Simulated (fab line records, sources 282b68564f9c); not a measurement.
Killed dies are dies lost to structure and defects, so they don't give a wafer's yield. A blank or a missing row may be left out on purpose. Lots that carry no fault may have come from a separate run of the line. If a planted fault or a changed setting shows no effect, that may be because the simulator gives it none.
Comparing a struck lot with a sound one ; flow rit_cmos ; 44 out of 202 route steps
Sound: the wafers L189.1, L189.4, L189.6. Struck: wafers L204.1, L204.2, L204.6. The cause is given at the end.
Order at every step that has rows: each side's tool, ch and its chambers, its first start. Under that, the readings that differ: sound wafers ; struck wafers ; difference of the means ; sigmas: that difference in standard deviations of wafers without a fault.
alike: readings with means less than 2 such deviations apart, plus words and numbers identical on both sides. not compared: withheld readings, readings lacking a value on some wafer, bounds such as >300 that could conceal the same value, and numbers that have no deviation in the record and whose values overlap.
Wherever a step has rows on one side only, a row that says differs or no value, or a row with sigmas, the two part there. Numbers that have no deviation but don't overlap get no sigmas and don't part them. A reading missing from all wafers of one side parts the sides only when that side holds two or more wafers.

first, 3 steps without rows for these wafers: RIT_REOX_CLEAN_01 (cleans in dHF, time 30 s); RIT_REOX_CLEAN_02 (cleans in SC2, time 600 s); RIT_REOX_OXIDATION_03 (target thk 25.2 nm, ox time 5580 s).
RIT_REOX_THK_MEAS_04:
  struck on film_metro-04, day 5 18:52; sound on film_metro-04, day 2 16:03
reading;sound;struck;difference;sigmas
REOX_OXIDE_THK (nm);26.2 25.7 25.4;24.7 24.8 24.5;-1.1;-3
then, 6 steps without rows for these wafers: RIT_NLDD_HMDS_00 (prime time 60 s); RIT_NLDD_COAT_01 (resist thk 1000 nm); RIT_NLDD_SOFTBAKE_02 (time 60 s); RIT_NLDD_EXPOSE_03 (exposes mask M7, target cd 40700 nm); RIT_NLDD_PEB_04; RIT_NLDD_DEVELOP_05 (develop time 50 s).
RIT_NLDD_OVL_MEAS_06:
  struck on overlay-02, day 5 19:54; sound on overlay-02, day 2 17:05
  alike: NLDD_OVL
then, 1 step without rows for these wafers: RIT_NLDD_HARDBAKE_07 (time 60 s).
RIT_NLDD_IMPLANT_08:
  sound on implanter-01 ch 0, day 2 17:34; struck on implanter-04 ch 0, day 5 20:05
  alike: tilt_deg
RIT_NLDD_STRIP_09: strips in O2, time 180 s.
  sound on plasma_asher-02 ch 0,1, day 2 17:43; struck on plasma_asher-04 ch 0,1, day 5 20:14
reading;sound;struck;difference;sigmas
drypump_motor_current_A (A);4.9 5.1 4.9;6.4 5.9 6.4;+1.3;+3
  not compared: rf_hours_counter_h
RIT_NLDD_TW_MEAS_10:
  struck on film_metro-04, day 5 20:25; sound on film_metro-03, day 2 17:53
reading;sound;struck;difference;sigmas
NLDD_TW;2500 2500 2507;2312 2436 2488;-90;-6
then, 6 steps without rows for these wafers: RIT_PLDD_HMDS_00 (prime time 60 s); RIT_PLDD_COAT_01 (resist thk 1000 nm); RIT_PLDD_SOFTBAKE_02 (time 60 s); RIT_PLDD_EXPOSE_03 (exposes mask M8, target cd 40900 nm); RIT_PLDD_PEB_04; RIT_PLDD_DEVELOP_05 (develop time 50 s).
RIT_PLDD_OVL_MEAS_06:
  struck on overlay-01, day 5 21:25; sound on overlay-02, day 2 18:55
  alike: PLDD_OVL
then, 2 steps without rows for these wafers: RIT_PLDD_HARDBAKE_07 (time 60 s); RIT_PLDD_IMPLANT_08.
RIT_PLDD_STRIP_09: strips in O2, time 180 s.
  sound on plasma_asher-03 ch 0,1, day 2 19:16; struck on plasma_asher-01 ch 0,1, day 5 21:46
  alike: drypump_motor_current_A
  not compared: rf_hours_counter_h
RIT_PLDD_TW_MEAS_10:
  struck on film_metro-02, day 5 21:56; sound on film_metro-03, day 2 19:26
reading;sound;struck;difference;sigmas
PLDD_TW;2368 2374 2364;2315 2332 2338;-40;-3
then, 4 steps without rows for these wafers: RIT_SPACER_CLEAN_00 (cleans in SC1, time 600 s); RIT_SPACER_CLEAN_01 (cleans in dHF, time 30 s); RIT_SPACER_CLEAN_02 (cleans in SC2, time 600 s); RIT_SPACER_CVD_03 (deposits Si3N4 from SiH2Cl2/NH3, target thk 250 nm, time 3300 s).
RIT_SPACER_THK_MEAS_04:
  struck on film_metro-02, day 6 00:19; sound on film_metro-02, day 2 21:49
  alike: SPACER_NITRIDE_THK
RIT_SPACER_ETCHBACK_05: etches Si3N4 in SF6/CHF3, stops on SiO2, target depth 250 nm, time 240 s.
  sound on rie_diel-04 ch 0,1,3, day 2 21:52; struck on rie_diel-01 ch 0,2,3, day 6 00:22
  alike: SF6_flow_sccm, drypump_motor_current_A, oes_product_au, throttle_valve_pct
  not compared: rf_hours_counter_h
then, 6 steps without rows for these wafers: RIT_NSD_HMDS_00 (prime time 60 s); RIT_NSD_COAT_01 (resist thk 1000 nm); RIT_NSD_SOFTBAKE_02 (time 60 s); RIT_NSD_EXPOSE_03 (exposes mask M9, target cd 40700 nm); RIT_NSD_PEB_04; RIT_NSD_DEVELOP_05 (develop time 50 s).
RIT_NSD_OVL_MEAS_06:
  struck on overlay-01, day 6 01:32; sound on overlay-01, day 2 23:01
reading;sound;struck;difference;sigmas
NSD_OVL (nm);-2.6 -1.8 -1.3;2.2 0.5 2.2;+3.5;+2
then, 2 steps without rows for these wafers: RIT_NSD_HARDBAKE_07 (time 60 s); RIT_NSD_IMPLANT_08.
RIT_NSD_STRIP_09: strips in O2, time 180 s.
  sound on plasma_asher-04 ch 0,1, day 2 23:22; struck on plasma_asher-01 ch 0,1, day 6 01:53
  alike: drypump_motor_current_A
  not compared: rf_hours_counter_h
RIT_SDANNEAL_RS_MEAS_07: the measuring method here is four-point-probe.
  struck on film_metro-02, day 6 04:20; sound on film_metro-03, day 3 01:48
reading;sound;struck;difference;sigmas
NLDD_RS (ohm/sq);155.4 155.9 155.2;- - -;no value on the struck wafers;
RIT_M1_PROBE_99:
  struck on prober-02, day 6 11:28; sound on prober-01, day 3 08:43
reading;sound;struck;difference;sigmas
killed_dies;8 12 13;5 5 4;-6;-2
model.etest.nmos_turned.drive_ua_um;297.6 307.3 315.6;474.5 451.2 413.4;+139.5;
model.etest.nmos_0p15.off_log10_a_um;-10.69 -10.47 -10.43;-9.76 -10.12 -10.34;+0.46;
model.etest.nmos_turned.isub_log10_a_um;-7.257 -7.242 -7.267;-6.97 -7.059 -7.156;+0.19;
model.etest.nmos_0p15.overlap_ff_um;0.2258 0.2331 0.2372;0.3239 0.308 0.2831;+0.0730;
model.etest.nmos_0p15.vt_sat_v (V);0.3242 0.3262 0.3214;0.2718 0.29 0.3049;-0.0350;
  alike: killed_at_contacts, killed_at_front_end, killed_on_rim, killed_open, killed_short
  not compared: model.etest.nmos_0p15.isub_log10_a_um, model.etest.nmos_turned.overlap_ff_um

## WHERE THEY PART
Last at RIT_M1_PROBE_99 as far as this record goes, first at RIT_REOX_THK_MEAS_04.

WHY: whatever the simulator had introduced
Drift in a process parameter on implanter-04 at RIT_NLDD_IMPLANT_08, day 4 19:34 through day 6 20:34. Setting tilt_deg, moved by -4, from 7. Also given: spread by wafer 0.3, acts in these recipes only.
